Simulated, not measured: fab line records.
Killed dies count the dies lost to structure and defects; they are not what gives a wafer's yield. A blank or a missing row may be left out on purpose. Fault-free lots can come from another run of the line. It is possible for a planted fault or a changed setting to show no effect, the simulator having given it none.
A struck lot beside a sound one -- flow rit-cmos -- 44 out of 202 route steps
Sound: these wafers, L951.3, L951.5, L951.6. Struck: wafers L961.1, L961.2, L961.4. Last of all comes the cause.
Each step with rows lists, per side, the tool, then ch with its chambers, then its first start. Under that, the readings that differ: sound wafers -- struck wafers -- difference of the means -- sigmas: that difference in standard deviations of wafers without a fault.
alike: words and numbers the same on both sides, and readings whose means are apart by under 2 such deviations; not compared: readings that were withheld, readings missing a value for some wafer, numbers with overlapping values and no deviation given by the record, and bounds like >300 which may hide the same value.
The two part at a step that has a row with sigmas, a row that says differs or no value, or rows on one side only. Numbers that don't overlap but have no deviation are shown without sigmas and don't part them. A reading missing from all wafers of one side parts the sides only when that side holds two or more wafers.

first, 2 steps without rows for these wafers: RIT_NLDD_HARDBAKE_07 (time 60 s); RIT_NLDD_IMPLANT_08.
RIT_NLDD_STRIP_09: strips in O2, time 180 s.
  sound on plasma-asher-02 ch 0,1, day 4 10:36; struck on plasma-asher-02 ch 0,1, day 6 15:00
  alike: drypump-motor-current-A
  not compared: rf-hours-counter-h
RIT_NLDD_TW_MEAS_10:
  sound: film-metro-02 at day 4 10:44; struck: film-metro-01 at day 6 15:11
  alike: NLDD_TW
then, 6 steps without rows for these wafers: RIT_PLDD_HMDS_00 (prime time 60 s); RIT_PLDD_COAT_01 (resist thk 1000 nm); RIT_PLDD_SOFTBAKE_02 (time 60 s); RIT_PLDD_EXPOSE_03 (exposes mask M8, target cd 40900 nm); RIT_PLDD_PEB_04; RIT_PLDD_DEVELOP_05 (develop time 50 s).
RIT_PLDD_OVL_MEAS_06:
  sound: overlay-02 at day 4 11:38; struck: overlay-01 at day 6 16:05
  alike: PLDD_OVL
then, 1 step without rows for these wafers: RIT_PLDD_HARDBAKE_07 (time 60 s).
RIT_PLDD_IMPLANT_08:
  sound on implanter-03 ch 0, day 4 11:52; struck on implanter-03 ch 0, day 6 16:17
reading,sound,struck,difference,sigmas
beam-energy-keV,20.008 19.997 19.997,20.904 20.903 20.905,+0.903,+99 or more
model.implant.drp-nm (nm),9.752 9.752 9.752,10.06 10.06 10.06,+0.31,
  alike: faraday-current-uA
RIT_PLDD_STRIP_09: strips in O2, time 180 s.
  sound on plasma-asher-02 ch 0,1, day 4 12:01; struck on plasma-asher-02 ch 0,1, day 6 16:26
  alike: drypump-motor-current-A
  not compared: rf-hours-counter-h
RIT_PLDD_TW_MEAS_10:
  sound: film-metro-02 at day 4 12:09; struck: film-metro-03 at day 6 16:36
  alike: PLDD_TW
then, 4 steps without rows for these wafers: RIT_SPACER_CLEAN_00 (cleans in SC1, time 600 s); RIT_SPACER_CLEAN_01 (cleans in dHF, time 30 s); RIT_SPACER_CLEAN_02 (cleans in SC2, time 600 s); RIT_SPACER_CVD_03 (deposits Si3N4 from SiH2Cl2/NH3, target thk 250 nm, time 3300 s).
RIT_SPACER_THK_MEAS_04:
  sound: film-metro-04 at day 4 14:30; struck: film-metro-03 at day 6 20:47
  alike: SPACER_NITRIDE_THK
RIT_SPACER_ETCHBACK_05: etches Si3N4 in SF6/CHF3, stops on SiO2, target depth 250 nm, time 240 s.
  sound on rie-diel-04 ch 2,3, day 4 14:32; struck on rie-diel-03 ch 1,2,3, day 6 20:51
  alike: drypump-motor-current-A, oes-product-au, throttle-valve-pct
  not compared: rf-hours-counter-h
then, 6 steps without rows for these wafers: RIT_NSD_HMDS_00 (prime time 60 s); RIT_NSD_COAT_01 (resist thk 1000 nm); RIT_NSD_SOFTBAKE_02 (time 60 s); RIT_NSD_EXPOSE_03 (exposes mask M9, target cd 40700 nm); RIT_NSD_PEB_04; RIT_NSD_DEVELOP_05 (develop time 50 s).
RIT_NSD_OVL_MEAS_06:
  sound: overlay-01 at day 4 15:40; struck: overlay-02 at day 6 21:58
  alike: NSD_OVL
then, 2 steps without rows for these wafers: RIT_NSD_HARDBAKE_07 (time 60 s); RIT_NSD_IMPLANT_08.
RIT_NSD_STRIP_09: strips in O2, time 180 s.
  sound on plasma-asher-01 ch 0,1, day 4 16:04; struck on plasma-asher-01 ch 0,1, day 6 22:19
  alike: drypump-motor-current-A
  not compared: rf-hours-counter-h
RIT_NSD_TW_MEAS_10:
  sound: film-metro-01 at day 4 16:11; struck: film-metro-01 at day 6 22:29
  alike: NSD_TW
then, 6 steps without rows for these wafers: RIT_PSD_HMDS_00 (prime time 60 s); RIT_PSD_COAT_01 (resist thk 1000 nm); RIT_PSD_SOFTBAKE_02 (time 60 s); RIT_PSD_EXPOSE_03 (exposes mask M10, target cd 40900 nm); RIT_PSD_PEB_04; RIT_PSD_DEVELOP_05 (develop time 50 s).
RIT_PSD_OVL_MEAS_06:
  sound: overlay-01 at day 4 17:13; struck: overlay-01 at day 6 23:37
  alike: PSD_OVL
then, 2 steps without rows for these wafers: RIT_PSD_HARDBAKE_07 (time 60 s); RIT_PSD_IMPLANT_08.
RIT_PSD_STRIP_09: strips in O2, time 180 s.
  sound on plasma-asher-04 ch 0,1, day 4 17:36; struck on plasma-asher-01 ch 0,1, day 6 23:57
  alike: drypump-motor-current-A
  not compared: rf-hours-counter-h
RIT_SDANNEAL_RS_MEAS_06: uses a four-point probe to measure.
  sound: film-metro-03 at day 4 18:29; struck: film-metro-03 at day 7 00:53
reading,sound,struck,difference,sigmas
PLDD_RS (ohm/sq),177.5 176.9 176.8,174.4 174.3 174.0,-2.8,-6
RIT_M1_PROBE_99:
  only the struck wafers here have rows in the record (prober-01, day 7 08:38); the sound ones have none

WHERE THEY PART
First at RIT_PLDD_IMPLANT_08; last, within this record, at RIT_M1_PROBE_99.

WHY: what the simulator had put in
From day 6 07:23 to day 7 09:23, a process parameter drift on implanter-03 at RIT_PLDD_IMPLANT_08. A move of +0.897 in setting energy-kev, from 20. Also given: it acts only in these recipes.
